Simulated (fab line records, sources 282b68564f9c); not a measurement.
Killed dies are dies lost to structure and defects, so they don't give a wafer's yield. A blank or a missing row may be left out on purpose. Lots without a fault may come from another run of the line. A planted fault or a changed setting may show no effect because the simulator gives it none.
A struck lot beside a sound one | flow rit_cmos | 20 steps out of a route of 202
Sound: wafers L483.1, L483.5, L483.6. Struck: wafers L496.2, L496.3, L496.5. The cause comes at the end.
At each step with rows: each side's tool, then ch and its chambers, then its first start. Under that, the readings that differ: sound wafers | struck wafers | difference of the means | sigmas: that difference in standard deviations of wafers without a fault.
alike: readings whose means differ by less than 2 such deviations, and words and numbers that are the same on both sides. not compared: withheld readings, readings that some wafer has no value for, bounds like >300 that may hide the same value, and numbers for which the record gives no deviation and whose values overlap.
The two part at a step that has a row with sigmas, a row that says differs or no value, or rows on one side only. Numbers that don't overlap but have no deviation are shown without sigmas and don't part them. A reading that every wafer of one side lacks parts them only if that side has two wafers or more.

first, 4 steps without rows for these wafers: RIT_ACTIVE_SOFTBAKE_07 (time 60 s); RIT_ACTIVE_EXPOSE_08 (exposes mask M1, target cd 1400 nm); RIT_ACTIVE_PEB_09; RIT_ACTIVE_DEVELOP_10 (develop time 50 s).
RIT_ACTIVE_CD_MEAS_11: target cd 1400 nm.
  sound on cd_sem-01, day 1 15:09; struck on cd_sem-02, day 4 07:59
  alike: cd_nm
then, 1 step without rows for these wafers: RIT_ACTIVE_HARDBAKE_12 (time 60 s).
RIT_ACTIVE_ETCH_13: etches Si3N4 in SF6, stops on SiO2, time 210 s, target depth 210 nm.
  sound on rie_diel-01 ch 0,1, day 1 15:25; struck on rie_diel-01 ch 1,2,3, day 4 08:14
  alike: drypump_motor_current_A, oes_product_au, rf_fwd_power_W, throttle_valve_pct
  not compared: rf_hours_counter_h
RIT_ACTIVE_STRIP_14: strips in O2, time 180 s.
  sound on plasma_asher-01 ch 0,1, day 1 15:33; struck on plasma_asher-01 ch 0,1, day 4 08:22
  alike: drypump_motor_current_A
  not compared: rf_hours_counter_h
RIT_ACTIVE_CD_MEAS_90: target cd 1400 nm.
  sound on cd_sem-02, day 1 15:44; struck on cd_sem-01, day 4 08:34
  alike: cd_nm
then, 3 steps without rows for these wafers: RIT_ACTIVE_CLEAN_15 (cleans in SC1, time 600 s); RIT_ACTIVE_CLEAN_16 (cleans in dHF, time 30 s); RIT_ACTIVE_CLEAN_17 (cleans in SC2, time 600 s).
RIT_FOX1_OXIDATION_00: target thk 350.7 nm, ox time 1130 s.
  sound on furnace-02 ch 0, day 1 16:14; struck on furnace-03 ch 0, day 4 10:32
  alike: spike_tc_centre_C, tube_center_temp_C, zone_power_load_pct
RIT_FOX1_THK_MEAS_01:
  sound on film_metro-02, day 1 17:32; struck on film_metro-04, day 4 12:05
  reading             | sound       | struck      | difference | sigmas
  FOX1_OXIDE_THK (nm) | 341 345 339 | 525 521 521 | +181       | +24
RIT_FOX1_WET_ETCH_02: etches SiO2 in BOE, target depth 350 nm, time 390 s.
  sound on wet_bench-04 ch 2, day 1 17:36; struck on wet_bench-04 ch 1, day 4 13:45
  reading                                  | sound             | struck            | difference | sigmas
  model.Si3N4_of_ACTIVE_CVD_03.thk_nm (nm) | 138.4 139.5 137.9 | 132.3 132.6 133.5 | -5.8       |
then, 1 step without rows for these wafers: RIT_FOX2_OXIDATION_00 (target thk 350.7 nm, ox time 1130 s).
RIT_FOX2_THK_MEAS_01:
  sound on film_metro-02, day 1 19:02; struck on film_metro-04, day 4 15:56
  alike: FOX2_OXIDE_THK
RIT_FOX2_CLEAN_02: cleans in dHF, time 180 s.
  sound on wet_bench-02 ch 0, day 1 19:06; struck on wet_bench-01 ch 1, day 4 15:59
  reading                                  | sound             | struck            | difference | sigmas
  model.Si3N4_of_ACTIVE_CVD_03.thk_nm (nm) | 131.4 132.4 130.9 | 125.2 125.6 126.4 | -5.8       |
then, 1 step without rows for these wafers: RIT_FOX2_WET_ETCH_03 (etches Si3N4 in H3PO4, target depth 195 nm, time 2700 s).
-- the record jumps here: 2 days lie between the struck wafers' starts before and after (it left off in module FOX2 and takes up again in module M1, whose first step shown is number 202 of the route) --
RIT_M1_PROBE_99:
  sound on prober-02, day 3 08:58; struck on prober-02, day 6 15:59
  alike: killed_at_front_end, killed_dies, killed_open, killed_short

WHERE THEY PART
Only at RIT_FOX1_THK_MEAS_01, within this record. Later steps at which nothing parts them and some readings are alike: RIT_FOX2_THK_MEAS_01, RIT_M1_PROBE_99.

WHY: what the simulator had put in
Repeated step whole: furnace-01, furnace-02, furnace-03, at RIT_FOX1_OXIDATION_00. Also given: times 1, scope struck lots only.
